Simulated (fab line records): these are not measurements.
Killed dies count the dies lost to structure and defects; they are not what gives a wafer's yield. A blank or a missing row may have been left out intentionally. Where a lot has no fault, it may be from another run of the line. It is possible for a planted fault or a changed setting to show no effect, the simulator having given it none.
Matching of chambers ; flow berkeley-cmos170 ; UCB170_V2_CMP_02 on cmp-01 has 4 sister chambers
The step polishes SiO2. 4 wafers are shown with their chamber, then 7 later ones without.

== WAFERS WITH THEIR CHAMBER ==
wafer;chamber;motor-current-A (A)
L774.6;0;16.3
L776.6;1;17.0
L780.1;2;18.0
L780.3;3;17.2

== WAFERS WITH NO CHAMBER GIVEN ==
wafer;motor-current-A (A)
L780.5;16.1
L785.1;16.0
L785.3;16.4
L785.5;16.7
L788.1;15.6
L788.2;16.1
L788.5;17.0

== WHICH CHAMBER EACH WENT THROUGH ==
wafer;from the rows above;in truth
L780.5;0;0
L785.1;0;0
L785.3;can't be placed: 0 or 1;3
L785.5;can't be placed: 1 or 0 or 3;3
L788.1;0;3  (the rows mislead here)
L788.2;0;0
L788.5;can't be placed: 1 or 3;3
3 of 7 placed correctly. Unplaceable from these rows: 3, with the true chamber sitting among the candidates in 2. Wrongly placed: 1.
How it was worked out, from the rows above alone: a wafer's distance from a chamber is the root of the sum, over the readings, of the square of ((its reading less the chamber's mean) divided by the reading's scatter). The wafer belongs to the nearest chamber; if the next one is less than 2 further off, it can't be placed. The mean given for a chamber averages the wafers shown for that chamber. The scatter: with one shown wafer a chamber, the root of the mean of the squares of how far each hidden wafer lies from its nearest shown one.
